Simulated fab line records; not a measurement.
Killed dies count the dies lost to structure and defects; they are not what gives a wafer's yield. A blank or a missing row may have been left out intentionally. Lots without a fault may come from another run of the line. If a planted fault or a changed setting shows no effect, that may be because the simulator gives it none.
Comparing a struck lot with a sound one	flow berkeleyCmos170	14 out of 331 route steps
Sound: the wafers L586.2, L586.3, L586.6. Wafers struck: L577.1, L577.5, L577.6. Last of all comes the cause.
For every step that has rows: the tool of each side, followed by ch and its chambers, followed by its first start. Under that, the readings that differ: sound wafers	struck wafers	difference of the means	sigmas: that difference in standard deviations of wafers without a fault.
alike: a reading whose means differ by less than 2 such deviations, as well as words and numbers matching on both sides. not compared: withheld readings; readings where some wafer has no value; bounds like >300 that might hide an equal value; numbers whose values overlap and for which the record gives no deviation.
A row with sigmas, a row that says differs or no value, or rows on one side alone: a step with any of these is where the two part. Numbers that don't overlap but have no deviation are shown without sigmas and don't part them. Lack of a reading on every wafer of one side parts them only where that side has two or more wafers.

UCB170_SILICIDE_RS_MEAS_02: measures by four-point-probe.
  struck on filmMetro-04, day 7 19:57; sound on filmMetro-01, day 10 09:04
  alike: SILICIDE_TI_RS
UCB170_SILICIDE_THK_MEAS_03: measures by xrf.
  struck on filmMetro-04, day 7 20:04; sound on filmMetro-01, day 10 09:10
  alike: SILICIDE_TI_THK
UCB170_SILICIDE_RTA_04: time 15 s.
  sound on rtpAnneal-02 ch 0, day 10 09:14; struck on rtpAnneal-02 ch 0, day 7 20:08
  alike: annealTempCMax, chamberO2Ppm, lampPowerPct, wafer_temp_C_max
then, 3 steps without rows for these wafers: UCB170_SILICIDE_WET_ETCH_05 (etches Ti in SPM, time 45 s); UCB170_CONTACT_CLEAN_00 (cleans in SPM, time 600 s); UCB170_CONTACT_CVD_01 (deposits PSG from SiH4/O2/PH3, target thk 700 nm, time 2820 s).
UCB170_CONTACT_THK_MEAS_02:
  struck on filmMetro-01, day 7 22:11; sound on filmMetro-02, day 10 11:18
  alike: CONTACT_PSG_THK
then, 3 steps without rows for these wafers: UCB170_CONTACT_HMDS_03 (prime time 60 s); UCB170_CONTACT_COAT_04 (resist thk 900 nm); UCB170_CONTACT_SOFTBAKE_05 (time 60 s).
UCB170_CONTACT_STRIP_06: strips in O2.
  sound on plasmaAsher-02 ch 0,1, day 10 11:48; struck on plasmaAsher-04 ch 0,1, day 7 22:41
  alike: drypumpMotorCurrentA, oesProductAu, stripTimeToEndpointS
  not compared: rfHoursCounterH
then, 1 step without rows for these wafers: UCB170_CONTACT_CLEAN_07 (cleans in SPM, time 600 s).
UCB170_CONTACT_RTA_08: time 10 s.
  sound on rtpAnneal-01 ch 0, day 10 14:35; struck on rtpAnneal-01, day 7 22:58
  no value came back on the struck wafers for annealTempCMax, chamberO2Ppm, lampPowerPct (%), wafer_temp_C_max; on the sound wafers annealTempCMax reads 904.4 905.5 905.4
after that, 1 step had no rows for these wafers: UCB170_CONTACT_COAT_09.

== WHERE THEY PART ==
Only at UCB170_CONTACT_RTA_08, as far as this record shows.

WHY: the cause the simulator had injected
Whole step skipped at UCB170_CONTACT_RTA_08 on rtpAnneal-01, starting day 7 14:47. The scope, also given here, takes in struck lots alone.
